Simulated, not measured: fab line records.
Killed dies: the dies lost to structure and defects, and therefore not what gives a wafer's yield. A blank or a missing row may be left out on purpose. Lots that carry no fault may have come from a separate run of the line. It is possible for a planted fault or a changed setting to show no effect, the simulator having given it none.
A struck lot beside a sound one | flow berkeleyCmos170 | 14 out of 331 route steps
Sound: wafers L108.1, L108.4, L108.6. Wafers struck: L117.1, L117.3, L117.4. The cause comes at the end.
Order at every step that has rows: each side's tool, ch and its chambers, its first start. Under that, the readings that differ: sound wafers | struck wafers | difference of the means | sigmas: that difference in standard deviations of wafers without a fault.
alike: words and numbers the same on both sides, and readings whose means are apart by under 2 such deviations; not compared: readings that were withheld, readings missing a value for some wafer, numbers with overlapping values and no deviation given by the record, and bounds like >300 which may hide the same value.
Wherever a step has rows on one side only, a row that says differs or no value, or a row with sigmas, the two part there. Numbers that have no deviation but don't overlap get no sigmas and don't part them. A reading that every wafer of one side lacks parts them only if that side has two wafers or more.

first, 1 step without rows for these wafers: UCB170_ACTIVE_DEVELOP_12 (develop time 45 s).
UCB170_ACTIVE_CD_MEAS_13: the cd target is 1200 nm.
  sound on cdSem-01 at day 5 16:05; struck on cdSem-01 at day 7 07:07
reading   | sound                | struck               | difference | sigmas
cdNm (nm) | 1200.4 1203.8 1201.5 | 1198.6 1199.2 1197.9 | -3.3       | -2
UCB170_ACTIVE_OVL_MEAS_14:
  sound on overlay-02 at day 5 16:13; struck on overlay-02 at day 7 07:14
  alike: ACTIVE_OVL
UCB170_ACTIVE_ETCH_15: etches Si3N4 in CH3F/Ar/O2, stops on SiO2, target depth 242 nm, time 151 s.
  sound on rieDiel-02 ch 0,1,2, day 5 16:15; struck on rieDiel-03 ch 0,1,2, day 7 07:17
  alike: drypumpMotorCurrentA, oesProductAu, throttleValvePct
  not compared: rfHoursCounterH
UCB170_ACTIVE_STRIP_16: strips in O2.
  sound on plasmaAsher-03 ch 0, day 5 16:21; struck on plasmaAsher-03 ch 0,1, day 7 07:23
  alike: drypumpMotorCurrentA, oesProductAu, stripTimeToEndpointS
  not compared: rfHoursCounterH
UCB170_ACTIVE_CD_MEAS_90: the cd target is 1200 nm.
  sound on cdSem-01 at day 5 16:27; struck on cdSem-01 at day 7 07:29
  alike: cdNm
then, 6 steps without rows for these wafers: UCB170_ACTIVE_CLEAN_17 (cleans in SPM, time 600 s); UCB170_PFIELD_HMDS_00 (prime time 60 s); UCB170_PFIELD_COAT_01 (resist thk 900 nm); UCB170_PFIELD_SOFTBAKE_02 (time 60 s); UCB170_PFIELD_EXPOSE_03 (exposes mask PFIELD, target cd 1500 nm); UCB170_PFIELD_PEB_04.
UCB170_PFIELD_DEVELOP_05: develop time 45.61 s.
  sound on lithoTrack-03 ch 0, day 5 19:00; struck on lithoTrack-01, day 7 09:00
  no value came back on the struck wafers for chillPlateTempC (C), developTimeS (s); on the sound wafers chillPlateTempC (C) reads 22.85 22.95 22.94
reading                                | sound             | struck          | difference | sigmas
model.KrF_of_PFIELD_COAT_01.thkNm (nm) | 882.9 884.9 885.2 | 906.5 904.4 903 | +20.3      | 
UCB170_PFIELD_OVL_MEAS_06:
  sound on overlay-01 at day 5 19:16; struck on overlay-01 at day 7 09:21
reading         | sound | struck | difference                    | sigmas
PFIELD_OVL (nm) | 0 4 0 | - - -  | no value on the struck wafers | 

== WHERE THEY PART ==
First at UCB170_ACTIVE_CD_MEAS_13; last, within this record, at UCB170_PFIELD_OVL_MEAS_06.

WHY: what had been put in by the simulator
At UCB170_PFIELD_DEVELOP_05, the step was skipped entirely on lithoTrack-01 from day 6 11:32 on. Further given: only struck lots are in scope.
